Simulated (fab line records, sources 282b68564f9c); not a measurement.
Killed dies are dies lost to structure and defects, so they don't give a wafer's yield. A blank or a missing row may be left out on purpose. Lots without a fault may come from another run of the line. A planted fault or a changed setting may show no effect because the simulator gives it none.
Split-lot experiment | flow rit_cmos | 5 lots, 23 wafers read, on a route of 202 steps

THE SPLIT
At RIT_NLDD_IMPLANT_08, the setting dose_cm2 was moved away from the recipe's 5e+14 on 10 of the 23 wafers read, by -2.9% to +5.7%. The other wafers ran this setting at the recipe's value.

FROM THE SPLIT TO THE READING: what the file shows between them, 13 steps
- RIT_NLDD_STRIP_09: strips in O2, time 180 s
- RIT_NLDD_TW_MEAS_10
- RIT_PLDD_IMPLANT_08 (also split here: energy_kev)
- RIT_PLDD_STRIP_09: strips in O2, time 180 s
- RIT_PLDD_TW_MEAS_10
- RIT_NSD_COAT_01: resist thk 1000 nm (also split here: resist_thk_nm)
- RIT_NSD_SOFTBAKE_02: time 60 s
- RIT_NSD_EXPOSE_03: exposes mask M9, target cd 40700 nm
- RIT_NSD_DEVELOP_05: develop time 50 s
- RIT_NSD_HARDBAKE_07: time 60 s
- RIT_PSD_DEVELOP_05: develop time 50 s (also split here: dev_temp_c)
- RIT_PSD_HARDBAKE_07: time 60 s
- RIT_SDANNEAL_RS_MEAS_06: measures by four-point-probe

THE READING
NLDD_RS, in ohm/sq, at RIT_SDANNEAL_RS_MEAS_07 (measures by four-point-probe). Fault-free wafers of this fab line usually give 151.4 ohm/sq, standard deviation 0.6 ohm/sq.

wafer  | tool, chamber at the split | dose_cm2 as run | against the recipe | NLDD_RS, ohm/sq | against lot-mates on the recipe
L074.1 | implanter-02, 0            | 5e+14           | recipe             | 152.3           | -
L074.3 | implanter-02, 0            | 5e+14           | recipe             | 151.7           | -
L074.4 | implanter-02, 0            | 5e+14           | recipe             | 152.2           | -
L074.5 | implanter-02, 0            | 5.233e+14       | +4.7%              | 146.6           | -5.5
L074.6 | implanter-02, 0            | 5.233e+14       | +4.7%              | 146.5           | -5.6
L076.1 | implanter-02, 0            | 5e+14           | recipe             | 151.2           | -
L076.2 | implanter-02, 0            | 4.855e+14       | -2.9%              | 154.9           | +4.0
L076.3 | implanter-02, 0            | 4.855e+14       | -2.9%              | 154.8           | +3.9
L076.5 | implanter-02, 0            | 4.855e+14       | -2.9%              | 154.7           | +3.8
L076.6 | implanter-02, 0            | 5e+14           | recipe             | 150.7           | -
L080.2 | implanter-02, 0            | 5e+14           | recipe             | 151.9           | -
L080.4 | implanter-02, 0            | 5e+14           | recipe             | 151.2           | -
L080.6 | implanter-02, 0            | 5e+14           | recipe             | 151.6           | -
L081.1 | implanter-03, 0            | 5e+14           | recipe             | 150.6           | -
L081.3 | implanter-03, 0            | 5e+14           | recipe             | 151.1           | -
L081.4 | implanter-03, 0            | 5e+14           | recipe             | 150.7           | -
L081.5 | implanter-03, 0            | 5.284e+14       | +5.7%              | 144.4           | -6.4
L081.6 | implanter-03, 0            | 5.284e+14       | +5.7%              | 144.5           | -6.3
L084.1 | implanter-02, 0            | 5.133e+14       | +2.7%              | 146.9           | -3.8
L084.2 | implanter-02, 0            | 5.133e+14       | +2.7%              | 147.4           | -3.3
L084.4 | implanter-02, 0            | 5.133e+14       | +2.7%              | 147.1           | -3.6
L084.5 | implanter-02, 0            | 5e+14           | recipe             | 150.8           | -
L084.6 | implanter-02, 0            | 5e+14           | recipe             | 150.6           | -

THE FIT
A straight line over all 23 wafers: NLDD_RS changes by -1.19 ohm/sq for each +1% of dose_cm2; r = -0.98; the points scatter about the line by 0.65 ohm/sq.
The same after taking each lot's own level away (the mean of its wafers on the recipe; 23 wafers): -1.21 ohm/sq for each +1%; r = -0.99; scatter 0.32 ohm/sq.
On that fit, the largest move of dose_cm2 shifts the reading by 6.9 ohm/sq.
The lots' own levels span 150.70 to 152.07 ohm/sq, that is 2.3 times the standard deviation above.
So the lot-to-lot level changes the slope little: the two slopes agree.
Check: with one of the wafers moved furthest among these (+5.7%) left out of the fit, the line predicts -6.92 ohm/sq for it against its lot-mates. It came out at -6.4 ohm/sq against them.

OTHER SPLITS ON THESE WAFERS
These wafers also went through other splits before the reading. Each is held against what the fit with the lots' levels taken away leaves over:
other split on the same wafers   | wafers away from the commonest value | r with NLDD_RS (lot level and that fit taken away)
RIT_ACTIVE_CVD_03 time_s         | 15                                   | +0.04
RIT_ACTIVE_ETCH_13 rf_w          | 10                                   | -0.11
RIT_FOX1_OXIDATION_00 temp_c     | 5                                    | -0.46
RIT_NWELL_IMPLANT_08 energy_kev  | 6                                    | -0.02
RIT_PWELL_IMPLANT_08 energy_kev  | 10                                   | +0.03
RIT_PRETRO_SOFTBAKE_02 temp_c    | 7                                    | -0.17
RIT_PRETRO_IMPLANT_08 energy_kev | 10                                   | -0.04
RIT_NLDD_COAT_01 resist_thk_nm   | 8                                    | -0.19
RIT_PLDD_IMPLANT_08 energy_kev   | 6                                    | +0.03
RIT_NSD_COAT_01 resist_thk_nm    | 9                                    | +0.13
RIT_PSD_DEVELOP_05 dev_temp_c    | 5                                    | -0.17

THE WHOLE CHAIN: every reading that the file lists as answering this split, in the file's order
step                    | what it does                 | reading | change (the file's fit)           | r (the file's)
RIT_NLDD_TW_MEAS_10     |                              | NLDD_TW | +6.24 for each +1% of the setting | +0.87
RIT_SDANNEAL_RS_MEAS_07 | measures by four-point-probe | NLDD_RS | -1.19 for each +1% of the setting | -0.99

THE FILE'S OWN FIT
NLDD_RS changes by -1.19 ohm/sq for each +1% of dose_cm2, r = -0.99.
